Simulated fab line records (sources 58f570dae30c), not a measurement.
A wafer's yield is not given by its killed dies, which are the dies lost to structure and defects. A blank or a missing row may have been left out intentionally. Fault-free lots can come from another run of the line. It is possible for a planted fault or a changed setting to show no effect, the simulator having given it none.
Comparing a struck lot with a sound one + flow berkeley_cmos170 + 14 steps out of a route of 331
Sound: these wafers, L508.2, L508.4, L508.5. Wafers L516.1, L516.2, L516.5 were the ones struck. The cause is given at the end.
For every step that has rows: the tool of each side, followed by ch and its chambers, followed by its first start. Under that, the readings that differ: sound wafers + struck wafers + difference of the means + sigmas: that difference in standard deviations of wafers without a fault.
alike: same words and numbers on both sides, and readings whose means sit less than 2 such deviations apart. not compared: any withheld reading, any reading some wafer has no value for, any bound like >300 that may hide the same value, and any number with overlapping values for which the record gives no deviation.
A row with sigmas, a row that says differs or no value, or rows on one side alone: a step with any of these is where the two part. Non-overlapping numbers with no deviation appear without sigmas and do not part them. A reading missing from all wafers of one side parts the sides only when that side holds two or more wafers.

first, 3 steps without rows for these wafers: UCB170_NSD_EXPOSE_03 (exposes mask NSELECT MOD, target cd 1200 nm); UCB170_NSD_PEB_04; UCB170_NSD_DEVELOP_05 (develop time 45 s).
UCB170_NSD_CD_MEAS_06: target cd 1200 nm.
  struck on cd_sem-02, day 10 04:01; sound on cd_sem-02, day 8 02:14
| reading    | sound                | struck               | difference | sigmas |
|------------|----------------------|----------------------|------------|--------|
| cd_nm (nm) | 1201.9 1201.1 1202.2 | 1199.0 1198.5 1198.5 | -3.1       | -3     |
UCB170_NSD_OVL_MEAS_07:
  struck on overlay-01, day 10 04:08; sound on overlay-01, day 8 02:21
  alike: NSD_OVL
next, for these wafers, 1 step has no rows: UCB170_NSD_IMPLANT_08.
UCB170_NSD_STRIP_09: strips in O2.
  sound on plasma_asher-01 ch 0,1, day 8 02:32; struck on plasma_asher-01 ch 0,1, day 10 04:20
  alike: drypump_motor_current_A, oes_product_au, strip_time_to_endpoint_s
  not compared: rf_hours_counter_h
UCB170_NSD_TW_MEAS_10:
  struck on film_metro-02, day 10 04:26; sound on film_metro-04, day 8 02:38
  alike: NSD_TW
then, 4 steps without rows for these wafers: UCB170_NSD_CLEAN_11 (cleans in SPM, time 600 s); UCB170_BACKSIDE_HMDS_00 (prime time 60 s); UCB170_BACKSIDE_COAT_01 (resist thk 900 nm); UCB170_BACKSIDE_SOFTBAKE_02 (time 60 s).
UCB170_BACKSIDE_STRIP_03: strips in O2.
  sound on plasma_asher-01 ch 0,1, day 8 03:43; struck on plasma_asher-02 ch 0,1, day 10 05:37
| reading                                   | sound             | struck            | difference | sigmas      |
|-------------------------------------------|-------------------|-------------------|------------|-------------|
| oes_product_au (a.u.)                     | 0.740 0.735 0.731 | 0.020 0.020 0.020 | -0.715     | -99 or more |
| strip_time_to_endpoint_s (s)              | 21.99 22.03 22.07 | 44.11 44.15 44.00 | +22.06     | +99 or more |
| model.KrF_of_BACKSIDE_COAT_01.thk_nm (nm) | 0 0 0             | 903.9 904.9 901.3 | +903.4     |             |
  alike: drypump_motor_current_A
  not compared: rf_hours_counter_h
then, 1 step without rows for these wafers: UCB170_BACKSIDE_CLEAN_04 (cleans in SPM, time 600 s).

== WHERE THEY PART ==
First at UCB170_NSD_CD_MEAS_06; last, within this record, at UCB170_BACKSIDE_STRIP_03.

WHY: what the simulator had put in
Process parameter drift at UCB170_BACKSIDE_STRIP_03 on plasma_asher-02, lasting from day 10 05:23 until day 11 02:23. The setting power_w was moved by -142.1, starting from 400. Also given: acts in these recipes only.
